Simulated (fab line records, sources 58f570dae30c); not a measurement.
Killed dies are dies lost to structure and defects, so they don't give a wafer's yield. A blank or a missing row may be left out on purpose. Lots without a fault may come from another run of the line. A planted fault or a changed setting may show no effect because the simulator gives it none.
Tool commonality check | flow berkeley_cmos170 | 14 lots, 42 wafers sampled

WHY IT WAS OPENED
At UCB170_PWELL_TW_MEAS_17 the reading PWELL_TW is flagged on 2 of 14 lots. Wafers without a fault read 381, standard deviation 3.3.
Rule: a lot is flagged when every wafer of it that has a number lies more than 4 standard deviations from that mean, or none has a number. The other lots count as sound.

lot  | measured    | on            | PWELL_TW, wafer by wafer | flag
L974 | day 3 03:47 | film_metro-02 | 380 379 378              |
L976 | day 3 11:39 | film_metro-01 | 379 380 379              |
L975 | day 3 11:51 | film_metro-01 | 382 381 381              |
L977 | day 3 17:52 | film_metro-02 | 379 381 379              |
L979 | day 4 05:31 | film_metro-01 | 380 377 377              |
L980 | day 4 14:07 | film_metro-02 | 379 381 380              |
L981 | day 4 14:24 | film_metro-04 | 383 384 387              |
L982 | day 4 22:10 | film_metro-02 | 380 379 380              |
L984 | day 5 09:40 | film_metro-01 | 383 385 383              |
L987 | day 5 22:56 | film_metro-04 | 386 384 385              |
L986 | day 5 22:56 | film_metro-02 | 377 378 376              |
L992 | day 6 20:02 | film_metro-04 | 386 383 386              |
L994 | day 7 03:32 | film_metro-02 | 335 332 333              | FLAGGED
L996 | day 7 19:23 | film_metro-01 | 335 336 334              | FLAGGED
The numbers of the flagged lots are 334 on average: -47 against the usual, or -14 standard deviations.

WHICH TOOL RAN EACH LOT
The record holds 1 process step before the reading, out of a route of 331 steps. In each cell: the tool, then ch and the chambers that the sampled wafers went through, then the start.
lot  | flag    | UCB170_PWELL_IMPLANT_15
L974 |         | implanter-03 ch 0, day 3 03:32
L976 |         | implanter-03 ch 0, day 3 11:25
L975 |         | implanter-04 ch 0, day 3 11:36
L977 |         | implanter-04 ch 0, day 3 17:37
L979 |         | implanter-04 ch 0, day 4 05:17
L980 |         | implanter-02 ch 0, day 4 13:52
L981 |         | implanter-03 ch 0, day 4 14:09
L982 |         | implanter-03 ch 0, day 4 21:56
L984 |         | implanter-04 ch 0, day 5 09:25
L987 |         | implanter-02 ch 0, day 5 22:41
L986 |         | implanter-03 ch 0, day 5 22:41
L992 |         | implanter-03 ch 0, day 6 19:49
L994 | FLAGGED | implanter-04 ch 0, day 7 03:17
L996 | FLAGGED | implanter-04 ch 0, day 7 19:10
What these steps do:
- UCB170_PWELL_IMPLANT_15
- UCB170_PWELL_TW_MEAS_17

FLAGGED OVER TOTAL, TOOL BY TOOL (the gauges that took the reading come last)
step                    | tool          | lots run | flagged | share of the flagged lots | sound lots run after its first flagged lot
UCB170_PWELL_IMPLANT_15 | implanter-02  | 2        | 0       | none                      | -
UCB170_PWELL_IMPLANT_15 | implanter-03  | 6        | 0       | none                      | -
UCB170_PWELL_IMPLANT_15 | implanter-04  | 6        | 2       | all                       | 0
UCB170_PWELL_TW_MEAS_17 | film_metro-01 | 5        | 1       | some                      | 0
UCB170_PWELL_TW_MEAS_17 | film_metro-02 | 6        | 1       | some                      | 0
UCB170_PWELL_TW_MEAS_17 | film_metro-04 | 3        | 0       | none                      | -

WHAT THE TABLE ALLOWS
1 row of the table ran every flagged lot: implanter-04 at UCB170_PWELL_IMPLANT_15.
- implanter-04 at UCB170_PWELL_IMPLANT_15: 2 of its 6 lots flagged. Its last sound lot is L984 (day 5 09:25), its first flagged lot L994 (day 7 03:17): a fault that began between those two fits. Its own readings lie more than 4 standard deviations out on every wafer of the flagged lots: dose_ions_cm2, faraday_current_uA.
One tool is left: implanter-04 at UCB170_PWELL_IMPLANT_15.

WHAT THE SIMULATOR HAD PUT IN
Process parameter drift: implanter-04, from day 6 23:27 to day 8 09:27, at UCB170_PWELL_IMPLANT_15. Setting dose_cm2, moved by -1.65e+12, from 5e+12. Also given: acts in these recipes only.
Lots struck among those shown: L994, L996. The rule above found the same.
